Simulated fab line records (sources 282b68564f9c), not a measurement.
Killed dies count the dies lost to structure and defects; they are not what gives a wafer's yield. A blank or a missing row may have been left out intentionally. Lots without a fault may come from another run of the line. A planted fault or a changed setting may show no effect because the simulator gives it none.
A struck lot beside a sound one :: flow ritCmos :: 44 out of 202 route steps
Sound: the wafers L233.3, L233.4, L233.6. The struck wafers were L238.3, L238.4, L238.6. The cause comes at the end.
Each step with rows lists, per side, the tool, then ch with its chambers, then its first start. Under that, the readings that differ: sound wafers :: struck wafers :: difference of the means :: sigmas: that difference in standard deviations of wafers without a fault.
alike: readings with means less than 2 such deviations apart, plus words and numbers identical on both sides. not compared: withheld readings, readings lacking a value on some wafer, bounds such as >300 that could conceal the same value, and numbers that have no deviation in the record and whose values overlap.
The two part at a step that has a row with sigmas, a row that says differs or no value, or rows on one side only. When numbers do not overlap yet have no deviation, they are printed without sigmas and do not part them. A reading that every wafer of one side lacks parts them only if that side has two wafers or more.

first, 3 steps without rows for these wafers: RIT_REOX_CLEAN_01 (cleans in dHF, time 30 s); RIT_REOX_CLEAN_02 (cleans in SC2, time 600 s); RIT_REOX_OXIDATION_03 (target thk 25.2 nm, ox time 5580 s).
RIT_REOX_THK_MEAS_04:
  sound on filmMetro-02 at day 4 13:47; struck on filmMetro-02 at day 5 15:25
  alike: REOX_OXIDE_THK
then, 6 steps without rows for these wafers: RIT_NLDD_HMDS_00 (prime time 60 s); RIT_NLDD_COAT_01 (resist thk 1000 nm); RIT_NLDD_SOFTBAKE_02 (time 60 s); RIT_NLDD_EXPOSE_03 (exposes mask M7, target cd 40700 nm); RIT_NLDD_PEB_04; RIT_NLDD_DEVELOP_05 (develop time 50 s).
RIT_NLDD_OVL_MEAS_06:
  sound on overlay-02 at day 4 14:41; struck on overlay-02 at day 5 16:32
  alike: NLDD_OVL
then, 1 step without rows for these wafers: RIT_NLDD_HARDBAKE_07 (time 60 s).
RIT_NLDD_IMPLANT_08:
  sound on implanter-03 ch 0, day 4 14:55; struck on implanter-04 ch 0, day 5 16:46
reading: doseIonsCm2
sound: 5.005e+14 5.008e+14 4.997e+14
struck: 2.182e+14 2.174e+14 2.185e+14
difference: -2.823e+14
sigmas: -99 or more

reading: faradayCurrentUA
sound: 1538 1577 1571
struck: 702 693 689
difference: -867
sigmas: -26
  alike: beamEnergyKeV
RIT_NLDD_STRIP_09: strips in O2, time 180 s.
  sound on plasmaAsher-04 ch 0,1, day 4 15:04; struck on plasmaAsher-04 ch 0,1, day 5 16:55
  alike: drypumpMotorCurrentA
  not compared: rfHoursCounterH
RIT_NLDD_TW_MEAS_10:
  sound on filmMetro-03 at day 4 15:12; struck on filmMetro-02 at day 5 17:04
reading: NLDD_TW
sound: 2474 2475 2475
struck: 1947 1946 1948
difference: -528
sigmas: -38
then, 6 steps without rows for these wafers: RIT_PLDD_HMDS_00 (prime time 60 s); RIT_PLDD_COAT_01 (resist thk 1000 nm); RIT_PLDD_SOFTBAKE_02 (time 60 s); RIT_PLDD_EXPOSE_03 (exposes mask M8, target cd 40900 nm); RIT_PLDD_PEB_04; RIT_PLDD_DEVELOP_05 (develop time 50 s).
RIT_PLDD_OVL_MEAS_06:
  sound on overlay-02 at day 4 16:14; struck on overlay-02 at day 5 18:05
  alike: PLDD_OVL
then, 2 steps without rows for these wafers: RIT_PLDD_HARDBAKE_07 (time 60 s); RIT_PLDD_IMPLANT_08.
RIT_PLDD_STRIP_09: strips in O2, time 180 s.
  sound on plasmaAsher-04 ch 0,1, day 4 16:37; struck on plasmaAsher-04 ch 0,1, day 5 18:28
  alike: drypumpMotorCurrentA
  not compared: rfHoursCounterH
RIT_PLDD_TW_MEAS_10:
  sound on filmMetro-01 at day 4 16:45; struck on filmMetro-02 at day 5 18:36
  alike: PLDD_TW
then, 4 steps without rows for these wafers: RIT_SPACER_CLEAN_00 (cleans in SC1, time 600 s); RIT_SPACER_CLEAN_01 (cleans in dHF, time 30 s); RIT_SPACER_CLEAN_02 (cleans in SC2, time 600 s); RIT_SPACER_CVD_03 (deposits Si3N4 from SiH2Cl2/NH3, target thk 250 nm, time 3300 s).
RIT_SPACER_THK_MEAS_04:
  sound on filmMetro-01 at day 4 19:26; struck on filmMetro-04 at day 5 21:07
  alike: SPACER_NITRIDE_THK
RIT_SPACER_ETCHBACK_05: etches Si3N4 in SF6/CHF3, stops on SiO2, target depth 250 nm, time 240 s.
  sound on rieDiel-04 ch 1,3, day 4 19:29; struck on rieDiel-03 ch 1,2,3, day 5 21:10
  alike: CHF3_flow_sccm, drypumpMotorCurrentA, oesProductAu, throttleValvePct
  not compared: rfHoursCounterH
then, 6 steps without rows for these wafers: RIT_NSD_HMDS_00 (prime time 60 s); RIT_NSD_COAT_01 (resist thk 1000 nm); RIT_NSD_SOFTBAKE_02 (time 60 s); RIT_NSD_EXPOSE_03 (exposes mask M9, target cd 40700 nm); RIT_NSD_PEB_04; RIT_NSD_DEVELOP_05 (develop time 50 s).
RIT_NSD_OVL_MEAS_06:
  sound on overlay-01 at day 4 20:29; struck on overlay-01 at day 5 22:10
  alike: NSD_OVL
then, 2 steps without rows for these wafers: RIT_NSD_HARDBAKE_07 (time 60 s); RIT_NSD_IMPLANT_08.
RIT_NSD_STRIP_09: strips in O2, time 180 s.
  sound on plasmaAsher-02 ch 0,1, day 4 20:52; struck on plasmaAsher-02 ch 0,1, day 5 22:34
  alike: drypumpMotorCurrentA
  not compared: rfHoursCounterH
RIT_SDANNEAL_RS_MEAS_07: the measuring method here is four-point-probe.
  sound on filmMetro-03 at day 4 23:20; struck on filmMetro-02 at day 6 01:07
reading: NLDD_RS (ohm/sq)
sound: 151.0 151.3 151.5
struck: 286.9 287.2 287.0
difference: +135.8
sigmas: +99 or more
RIT_M1_PROBE_99:
  sound on prober-01 at day 5 06:37; struck on prober-02 at day 6 08:57
reading: model.etest.nmos_0p15.rOnOhmUm
sound: 1179 1181 1156
struck: 1684 1694 1701
difference: +521
sigmas: 

reading: model.etest.nmos_0p3.rOnOhmUm
sound: 2229 2200 2204
struck: 2726 2717 2724
difference: +511
sigmas: 

reading: model.etest.nldd.rsOhmSq
sound: 369.9 361.7 361.9
struck: 776.3 757.2 774.3
difference: +404.8
sigmas: 

reading: model.etest.nmosTurned.driveUaUm
sound: 316.1 324.8 322.7
struck: 119.2 123.5 121.9
difference: -199.7
sigmas: 

reading: model.etest.nldd.lineOhmUm
sound: 115.4 113.3 114.2
struck: 244.4 239 244.7
difference: +128.4
sigmas: 

reading: model.etest.nmos_0p15.driveUaUm
sound: 447 450.2 455.3
struck: 331.3 329.6 334.5
difference: -119.0
sigmas: 

reading: model.etest.nmosNarrow.driveUaUm
sound: 214.9 217.1 219.5
struck: 185.5 185.7 190.2
difference: -30.0
sigmas: 

reading: model.etest.nmos_0p3.driveUaUm
sound: 215.9 220.7 219.6
struck: 185.9 187.8 189.7
difference: -30.9
sigmas: 
  alike: killed_at_M0_to_M3, killedAtContacts, killedAtFrontEnd, killedDies, killedOpen, killedShort

## WHERE THEY PART
Last at RIT_SDANNEAL_RS_MEAS_07 as far as this record goes, first at RIT_NLDD_IMPLANT_08. Later steps at which nothing parts them and some readings are alike: RIT_M1_PROBE_99.

WHY: whatever the simulator had introduced
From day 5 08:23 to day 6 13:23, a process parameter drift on implanter-04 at RIT_NLDD_IMPLANT_08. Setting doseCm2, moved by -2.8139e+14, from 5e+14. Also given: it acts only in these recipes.
